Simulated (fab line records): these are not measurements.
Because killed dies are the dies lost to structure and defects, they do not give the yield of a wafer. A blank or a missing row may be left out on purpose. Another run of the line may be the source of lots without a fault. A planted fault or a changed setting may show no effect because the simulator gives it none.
Comparing a struck lot with a sound one :: flow berkeley_cmos170 :: 23 steps out of a route of 331
Sound: these wafers, L501.1, L501.3, L501.4. Struck: wafers L519.1, L519.2, L519.6. The cause is named last.
At each step with rows: each side's tool, then ch and its chambers, then its first start. Under that, the readings that differ: sound wafers :: struck wafers :: difference of the means :: sigmas: that difference in standard deviations of wafers without a fault.
alike: a reading whose means differ by less than 2 such deviations, as well as words and numbers matching on both sides. not compared: withheld readings; readings where some wafer has no value; bounds like >300 that might hide an equal value; numbers whose values overlap and for which the record gives no deviation.
A row with sigmas, a row that says differs or no value, or rows on one side alone: a step with any of these is where the two part. Numbers that don't overlap but have no deviation are shown without sigmas and don't part them. Lack of a reading on every wafer of one side parts them only where that side has two or more wafers.

first, 6 steps without rows for these wafers: UCB170_ZERO_HMDS_00 (prime time 60 s); UCB170_ZERO_COAT_01 (resist thk 900 nm); UCB170_ZERO_SOFTBAKE_02 (time 60 s); UCB170_ZERO_EXPOSE_03 (exposes mask PM MARKS, target cd 4000 nm); UCB170_ZERO_PEB_04; UCB170_ZERO_DEVELOP_05 (develop time 45 s).
UCB170_ZERO_ETCH_06: etches SiO2 in CHF3/CF4/Ar, time 12 s.
  sound on rie_diel-04 ch 0,1,3, day 1 23:56; struck on rie_diel-01 ch 2,3, day 5 16:01
  alike: drypump_motor_current_A, oes_product_au, throttle_valve_pct
  not compared: rf_hours_counter_h
UCB170_ZERO_STRIP_07: strips in O2.
  sound on plasma_asher-04 ch 0,1, day 1 23:58; struck on plasma_asher-01 ch 0,1, day 5 16:02
  alike: drypump_motor_current_A, oes_product_au, strip_time_to_endpoint_s
  not compared: rf_hours_counter_h
then, 2 steps without rows for these wafers: UCB170_NWELL_WET_ETCH_00 (etches SiO2 in dHF, time 200 s); UCB170_NWELL_OXIDATION_01 (target thk 26.4 nm, ox time 1260 s).
UCB170_NWELL_THK_MEAS_02:
  sound: film_metro-02 at day 2 03:49; struck: film_metro-02 at day 5 20:23
  alike: NWELL_OXIDE_THK
then, 1 step without rows for these wafers: UCB170_NWELL_ANNEAL_03 (time 900 s).
UCB170_NWELL_CVD_04: deposits Si3N4 from SiH2Cl2/NH3, target thk 224 nm, time 3360 s.
  sound on lpcvd-02 ch 1, day 2 08:43; struck on lpcvd-01 ch 1, day 6 00:28
reading: sih2cl2_flow_sccm (sccm)
sound: 24.98 25.04 24.88
struck: 37.56 37.56 37.69
difference: +12.64
sigmas: +99 or more

reading: model.Si3N4_of_NWELL_CVD_04.thk_nm (nm)
sound: 222.2 221.1 221
struck: 255.2 256.4 255.5
difference: +34.3
sigmas: 
  alike: pressure_mtorr, zone_power_load_pct
UCB170_NWELL_THK_MEAS_05:
  sound: film_metro-02 at day 2 10:38; struck: film_metro-04 at day 6 02:23
reading: NWELL_NITRIDE_THK (nm)
sound: 222.3 221.0 221.1
struck: 255.3 256.4 255.3
difference: +34.2
sigmas: +18
then, 6 steps without rows for these wafers: UCB170_NWELL_HMDS_06 (prime time 60 s); UCB170_NWELL_COAT_07 (resist thk 900 nm); UCB170_NWELL_SOFTBAKE_08 (time 60 s); UCB170_NWELL_EXPOSE_09 (exposes mask NWELL, target cd 3000 nm); UCB170_NWELL_PEB_10; UCB170_NWELL_DEVELOP_11 (develop time 45 s).
UCB170_NWELL_OVL_MEAS_12:
  sound: overlay-01 at day 2 11:40; struck: overlay-02 at day 6 03:58
  alike: NWELL_OVL
UCB170_NWELL_ETCH_13: etches Si3N4 in CH3F/Ar/O2, stops on SiO2, target depth 246.4 nm, time 154 s.
  sound on rie_diel-01 ch 1,2,3, day 2 11:42; struck on rie_diel-04 ch 0,2, day 6 04:00
reading: oes_product_au (a.u.)
sound: 0.935 0.932 0.929
struck: 1.003 0.996 0.998
difference: +0.067
sigmas: +5

reading: model.etch.depth_nm (nm)
sound: 222.2 221.1 221
struck: 246.5 246.6 246.1
difference: +25.0
sigmas: 
  alike: CH3F_flow_sccm, O2_flow_sccm, drypump_motor_current_A, throttle_valve_pct
  not compared: rf_hours_counter_h
after that, 1 step had no rows for these wafers: UCB170_NWELL_IMPLANT_14.

WHERE THEY PART
Last at UCB170_NWELL_ETCH_13 as far as this record goes, first at UCB170_NWELL_CVD_04.

WHY: what had been put in by the simulator
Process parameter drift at UCB170_NWELL_CVD_04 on lpcvd-01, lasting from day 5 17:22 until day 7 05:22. Setting sih2cl2_flow_sccm, moved by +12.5, from 25. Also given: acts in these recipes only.
